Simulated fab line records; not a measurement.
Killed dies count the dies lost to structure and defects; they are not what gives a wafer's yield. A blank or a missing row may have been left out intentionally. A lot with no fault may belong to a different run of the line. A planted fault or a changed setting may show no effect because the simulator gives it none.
Comparing a struck lot with a sound one ; flow rit cmos ; 15 steps out of a route of 202
Sound: these wafers, L563.1, L563.3, L563.4. The struck wafers were L559.2, L559.4, L559.5. The cause comes at the end.
Each step with rows lists, per side, the tool, then ch with its chambers, then its first start. Under that, the readings that differ: sound wafers ; struck wafers ; difference of the means ; sigmas: that difference in standard deviations of wafers without a fault.
alike: readings whose means differ by less than 2 such deviations, and words and numbers that are the same on both sides. not compared: withheld readings, readings that some wafer has no value for, bounds like >300 that may hide the same value, and numbers for which the record gives no deviation and whose values overlap.
The two part at a step that has a row with sigmas, a row that says differs or no value, or rows on one side only. Non-overlapping numbers with no deviation appear without sigmas and do not part them. Lack of a reading on every wafer of one side parts them only where that side has two or more wafers.

first, 4 steps without rows for these wafers: RIT_PSD_SOFTBAKE_02 (time 60 s); RIT_PSD_EXPOSE_03 (exposes mask M10, target cd 40900 nm); RIT_PSD_PEB_04; RIT_PSD_DEVELOP_05 (develop time 50 s).
RIT_PSD_OVL_MEAS_06:
  struck on overlay-01, day 5 14:50; sound on overlay-01, day 6 09:53
  alike: PSD_OVL
then, 2 steps without rows for these wafers: RIT_PSD_HARDBAKE_07 (time 60 s); RIT_PSD_IMPLANT_08.
RIT_PSD_STRIP_09: strips in O2, time 180 s.
  sound on plasma asher-04 ch 0,1, day 6 10:13; struck on plasma asher-01 ch 0,1, day 5 15:10
  alike: drypump motor current A, rf refl power W
  not compared: rf hours counter h
RIT_PSD_TW_MEAS_10:
  struck on film metro-03, day 5 15:21; sound on film metro-02, day 6 10:23
  alike: PSD_TW
then, 3 steps without rows for these wafers: RIT_SDANNEAL_CLEAN_00 (cleans in SC1, time 600 s); RIT_SDANNEAL_CLEAN_01 (cleans in dHF, time 30 s); RIT_SDANNEAL_CLEAN_02 (cleans in SC2, time 600 s).
RIT_SDANNEAL_RTA_03: time 5 s.
  sound on rtp anneal-01 ch 0, day 6 11:11; struck on rtp anneal-01 ch 0, day 5 16:01
  alike: wafer_temp_C_max
RIT_SDANNEAL_RS_MEAS_04: measures by four-point-probe.
  struck on film metro-04, day 5 16:05; sound on film metro-02, day 6 11:15
  alike: PSD_RS
RIT_M1_PROBE_99:
  struck on prober-01, day 6 00:49; sound on prober-01, day 6 18:48
  alike: killed at contacts, killed at front end, killed dies, killed open, killed short

## WHERE THEY PART
Nowhere in this record.

WHY: what the simulator had put in
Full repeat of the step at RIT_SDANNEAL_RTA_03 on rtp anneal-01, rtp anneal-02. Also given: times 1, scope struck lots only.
